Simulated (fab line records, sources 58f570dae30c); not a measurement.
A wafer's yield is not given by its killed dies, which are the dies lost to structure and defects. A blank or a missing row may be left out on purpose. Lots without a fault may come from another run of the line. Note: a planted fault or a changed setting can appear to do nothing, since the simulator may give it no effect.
One fault seen from 2 desks | flow berkeley-cmos170 | every desk sees just its own numbers, and what lay behind them comes last

== THE TOOL OWNER'S DESK: furnace-03 ==
The tool's own readings at UCB170_SPACER_ANNEAL_02 (time 1800 s): means of the sampled wafers that have a number, for each lot that ran on this tool. Any lot whose mean is over 4 standard deviations away from the usual mean is out of limits and marked OUT; that distance is given in the brackets.
Columns: A = spike-tc-centre-C at UCB170_SPACER_ANNEAL_02, usual 902.9 C; B = spike-tc-load-C at UCB170_SPACER_ANNEAL_02, usual 927.0 C; C = spike-tc-source-C at UCB170_SPACER_ANNEAL_02, usual 925 C; D = tube-center-temp-C at UCB170_SPACER_ANNEAL_02, usual 900 C; E = tube_center_temp_C_max at UCB170_SPACER_ANNEAL_02, usual 902.4; F = zone-power-load-pct at UCB170_SPACER_ANNEAL_02, usual 23.3 %
lot  | first seen here | A               | B                | C             | D                     | E                       | F
L688 | day 5 15:52     | 902.5           | 930.3            | 921           | 900                   | 902.2                   | 23.6
L689 | day 6 16:13     | 903.7           | 929.9            | 920           | 900                   | 902.0                   | 23.5
L695 | day 8 05:31     | 903.4           | 930.2            | 922           | 900                   | 902.5                   | 23.6
L696 | day 8 05:31     | 902.3           | 931.5            | 921           | 900                   | 902.2                   | 23.7
L697 | day 8 09:46     | 971.2 (+68) OUT | 1000.5 (+27) OUT | 991 (+21) OUT | 969 (+99 or more) OUT | 971.5 (+99 or more) OUT | 28.3 (+9.5) OUT
L698 | day 8 18:34     | 971.8 (+69) OUT | 999.1 (+27) OUT  | 991 (+21) OUT | 969 (+99 or more) OUT | 971.3 (+99 or more) OUT | 28.4 (+9.6) OUT
L700 | day 8 18:34     | 972.5 (+70) OUT | 999.9 (+27) OUT  | 991 (+21) OUT | 969 (+99 or more) OUT | 971.2 (+99 or more) OUT | 28.1 (+9.1) OUT
Finding of this desk: L697, L698, L700 out of limits; the first was L697 at day 8 09:46, on spike-tc-centre-C at UCB170_SPACER_ANNEAL_02. In limits: L688, L689, L695, L696.

== METROLOGY DESK ==
Means of the sampled wafers that have a number, per lot and without regard to the tool the lot ran on: this is what the gauges read. Any lot whose mean is over 4 standard deviations away from the usual mean is out of limits and marked OUT; that distance is given in the brackets.
Columns: A = FIELD_OXIDE_LEFT_1_THK at UCB170_FIELD_THK_MEAS_90, usual 469 nm; B = PVT_OVL at UCB170_PVT_OVL_MEAS_06, usual 1 nm; C = PLDD_RS at UCB170_SDANNEAL_RS_MEAS_04, usual 1032 ohm/sq
lot  | first seen here | A   | B   | C
L688 | day 4 09:08     | 467 | -1  | 1033
L689 | day 5 01:06     | 461 | -3  | 1028
L690 | day 5 06:44     | 452 | -2  | 1034
L694 | day 6 00:35     | 466 | 7   | 1031
L692 | day 6 00:36     | 471 | -2  | 1031
L695 | day 6 13:08     | 477 | 10  | 1029
L696 | day 6 13:11     | 494 | -7  | 1030
L697 | day 6 22:22     | 475 | 5   | 865 (-52) OUT
L698 | day 7 01:58     | 455 | 1   | 863 (-53) OUT
L700 | day 7 01:59     | 467 | -11 | 866 (-52) OUT
L702 | day 7 13:13     | 467 | 3   | 1032
L701 | day 7 13:14     | 483 | -1  | 1034
L708 | day 9 05:50     | 458 | -1  | 1032
L709 | day 9 13:19     | 477 | 7   | 1031
L711 | day 9 13:19     | 480 | 4   | 1035
Per this desk, out of limits: L697, L698, L700; the first was L697, day 8 15:51 (PLDD_RS at UCB170_SDANNEAL_RS_MEAS_04). In limits: L688, L689, L690, L694, L692, L695, L696, L702, L701, L708, L709, L711.

== BROUGHT TOGETHER ==
On L697, L698, L700, at day 8 09:46, an alarm was possible from the tool owner's desk.
At day 8 15:51 the metrology desk could have sounded an alarm, on L697, L698, L700.
All the named lots went through UCB170_SPACER_ANNEAL_02 on furnace-03.

== WHAT WAS PUT IN BY THE SIMULATOR ==
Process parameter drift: furnace-03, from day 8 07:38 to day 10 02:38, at UCB170_SPACER_ANNEAL_02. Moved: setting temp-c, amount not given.
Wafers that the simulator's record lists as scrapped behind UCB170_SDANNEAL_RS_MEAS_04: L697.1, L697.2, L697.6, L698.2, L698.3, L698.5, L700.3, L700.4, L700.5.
Shown lots that were struck: L697, L698, L700.
Time in hours from fault onset to the first out-of-limits reading at each desk: tool owner's desk 2, metrology desk 8.
